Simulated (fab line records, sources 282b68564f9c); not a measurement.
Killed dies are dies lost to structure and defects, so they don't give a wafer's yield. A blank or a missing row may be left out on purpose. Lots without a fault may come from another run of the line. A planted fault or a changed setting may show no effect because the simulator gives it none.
fab line records | flow rit_cmos
record lots=14 wafers=42 last_day=8
route steps=202 shown GATE@87 M1@202
lots that met no fault: from a run of the same line without faults
start_h: hours from the record's first day to the start of the lot's first wafer shown | wait_h: hours since the lot's step before | " the same as in the row above | L1.1+2: a row that stands for several wafers | - no value, or no start given | * or withheld: withheld | < > ~ a bound
route shown NAME@n: a module of which the file shows steps, and the number in the route of the first | usual: mean/standard deviation of fault-free wafers | same: alike in all rows | chamber/n: place in a boat | sites: the reading at each site | _std_site: their standard deviation | _edge_site: outer sites' mean less inner sites' | radius_mm: how far each site lies from the wafer's centre | mask NAME#n: copy n | behind: the tool/chamber that last shaped the wafer | hold: why the lot was held/for how many hours/how that ended | device: the transistor (n, p or np) that didn't switch | end of line: the same wafers' tests at the end of the route | a step without rows: its recipe alone | killed: dies lost to structure and defects at the first sort, not the wafer's yield | map: a wafer's dies, x killed, . not, _ none there
set.NAME: the setting as run; set.NAME@STEP: as run at that earlier step | model.NAME: the simulator's own value behind a step, which no gauge read
steps of the route over a sample of lots; a table a step, a row a wafer
## steps
# step RIT_GATE_COAT_11
# recipe resist=NOVOLAK spin_rpm=4250 resist_thk_nm=850
# columns lot.wafer tool chamber start_h wait_h
L749.1+3+4 litho_track-03 0 39.11 0.1
L750.2+3+6 litho_track-02 0 43.43 0.1
L751.2+3+6 litho_track-02 0 48.76 0.1
L753.1+4+6 litho_track-03 0 62.23 0.1
L754.1+2+5 litho_track-03 0 64.62 0.1
L755.1+2+6 litho_track-03 0 70.51 0.1
L757.1+3+4 litho_track-03 0 77.12 0.1
L759.3+5+6 litho_track-01 0 91.63 0.1
L762.2+3+4 litho_track-02 0 111.58 0.1
L764.1+5+6 litho_track-02 0 114.59 0.1
L766.2+4+5 litho_track-01 0 132.02 0.1
L767.1+2+4 litho_track-02 0 143.65 0.1
L768.2+4+5 litho_track-03 0 146.78 0.1
L771.1+2+6 litho_track-03 0 165.62 0.1
# step RIT_GATE_CD_MEAS_16
# recipe target_cd_nm=150
# usual cd_nm=150.2/2.6
# columns lot.wafer tool chamber start_h wait_h cd_nm
L749.1 cd_sem-02 - 40.13 - 146.4
L749.3 " - " " 147.6
L749.4 " - " " 147.8
L750.2 cd_sem-02 - 44.25 - 152.3
L750.3 " - " " 150.1
L750.6 " - " " 150.5
L751.2 cd_sem-01 - 49.60 - 149.4
L751.3 " - " " 151.7
L751.6 " - " " 151.2
L753.1 cd_sem-02 - 63.15 - 158.4
L753.4 " - " " 155.6
L753.6 " - " " 154.8
L754.1 cd_sem-02 - 65.45 - 148.1
L754.2 " - " " 150.6
L754.5 " - " " 149.6
L755.1 cd_sem-01 - 71.21 - 166.1
L755.2 " - " " 165.6
L755.6 " - " " 165.7
L757.1 cd_sem-02 - 77.94 - 162.6
L757.3 " - " " 162.8
L757.4 " - " " 165.5
L759.3 cd_sem-02 - 92.32 - 153.8
L759.5 " - " " 152.2
L759.6 " - " " 153.0
L762.2 cd_sem-01 - 112.40 - 153.3
L762.3 " - " " 154.9
L762.4 " - " " 152.8
L764.1 cd_sem-01 - 115.29 - 150.0
L764.5 " - " " 145.1
L764.6 " - " " 150.4
L766.2 cd_sem-01 - 132.72 - 152.4
L766.4 " - " " 149.2
L766.5 " - " " 151.8
L767.1 cd_sem-01 - 144.48 - 147.5
L767.2 " - " " 151.5
L767.4 " - " " 148.9
L768.2 cd_sem-01 - 147.54 - 145.0
L768.4 " - " " 145.8
L768.5 " - " " 146.5
L771.1 cd_sem-02 - 166.69 - 152.2
L771.2 " - " " 154.0
L771.6 " - " " 153.3
# step RIT_M1_PROBE_99
# usual killed_at_contacts=0.1/0.27 killed_at_front_end=7/3.1 killed_dies=7/3.2 killed_open=3.8/2.1 killed_short=3.6/2
# same gross_dies=264 killed_at_M0_to_M3=0 killed_at_M4_up=0 killed_at_back_side=0 killed_at_other=0
# columns lot.wafer tool chamber start_h wait_h killed_at_contacts killed_at_front_end killed_dies killed_open killed_short
L755.1 prober-01 - 93.49 0.1 1 8 9 4 2
L755.2 prober-01 - 93.54 0.1 0 11 11 2 5
L755.6 prober-01 - 93.74 0.2 0 5 5 1 2
L757.1 prober-01 - 99.61 0.1 0 15 15 8 6
L757.3 prober-01 - 99.71 0.2 0 10 10 1 5
L757.4 prober-01 - 99.76 0.2 0 6 6 1 2
L759.3 prober-01 - 114.18 0.2 0 12 12 7 5
L759.5 prober-01 - 114.28 0.2 0 14 14 8 6
L759.6 prober-01 - 114.33 0.2 0 4 4 1 3
L762.2 prober-02 - 132.16 0.1 0 1 1 1 0
L762.3 prober-02 - 132.21 0.2 0 5 5 3 2
L762.4 prober-02 - 132.26 0.2 0 3 3 1 2
# killed by level:class
L755.1 REOX:geometric_particle:open=3 GATE:area_expose=3 FOX2:geometric_particle:open=1 SILICIDE:geometric_particle:short=1 CONTACT:geometric_particle:short=1
L755.2 GATE:area_expose=4 GATE:geometric_particle:short=3 FOX1:geometric_particle:short=1 FOX1:geometric_particle:open=1 FOX2:geometric_particle:short=1 REOX:geometric_particle:open=1
L755.6 GATE:area_expose=2 GATE:geometric_particle:short=1 REOX:geometric_particle:short=1 REOX:geometric_particle:open=1
L757.1 GATE:geometric_particle:open=4 FOX1:geometric_particle:short=2 GATE:geometric_particle:short=2 SILICIDE:geometric_particle:open=1 FOX1:geometric_particle:open=1 FOX2:geometric_particle:short=1 FOX2:geometric_particle:open=1 SPACER:geometric_particle:open=1
L757.3 GATE:area_expose=4 FOX1:geometric_particle:short=2 GATE:geometric_particle:short=2 SPACER:geometric_particle:open=1 SILICIDE:geometric_particle:short=1
L757.4 GATE:area_expose=3 ACTIVE:geometric_particle:short=1 FOX1:geometric_particle:open=1 FOX1:geometric_particle:short=1
L759.3 SILICIDE:geometric_particle:open=3 FOX1:geometric_particle:short=2 GATE:geometric_particle:open=2 SILICIDE:geometric_particle:short=2 FOX1:geometric_particle:open=1 FOX2:geometric_particle:open=1 GATE:geometric_particle:short=1
L759.5 FOX1:geometric_particle:open=4 FOX1:geometric_particle:short=2 FOX2:geometric_particle:open=2 GATE:geometric_particle:short=2 REOX:geometric_particle:short=1 REOX:geometric_particle:open=1 SPACER:geometric_particle:open=1 SILICIDE:geometric_particle:short=1
L759.6 FOX1:geometric_particle:short=2 FOX2:geometric_particle:open=1 SILICIDE:geometric_particle:short=1
L762.2 GATE:geometric_particle:open=1
L762.3 FOX1:geometric_particle:short=1 GATE:geometric_particle:open=1 SPACER:geometric_particle:open=1 SILICIDE:geometric_particle:short=1 SILICIDE:geometric_particle:open=1
L762.4 SPACER:geometric_particle:short=2 REOX:geometric_particle:open=1
## key
first_sign step=RIT_GATE_CD_MEAS_16 reading=cd_nm direction=up sigmas=5.5 usual=150.2 struck=164.7
effect none on later readings
met_at RIT_GATE_COAT_11
struck_lots L755,L757
tester_left_out L755,L757
onset_between 64.62 70.51
fault kind=process_parameter_drift tool=litho_track-03 chamber=- onset_h=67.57 steps=RIT_GATE_COAT_11 channel=resist_thk_nm offset=95.069 shape=step end_h=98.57 acts_in=these_recipes_only stated=850
# tester_left_out: of these lots the tester's yield and bins aren't shown, on N5 and GAA mostly nor the transistor test; their killed dies are dies lost to structure and defects alone, not to doping, threshold or leakage, so they don't give the yield
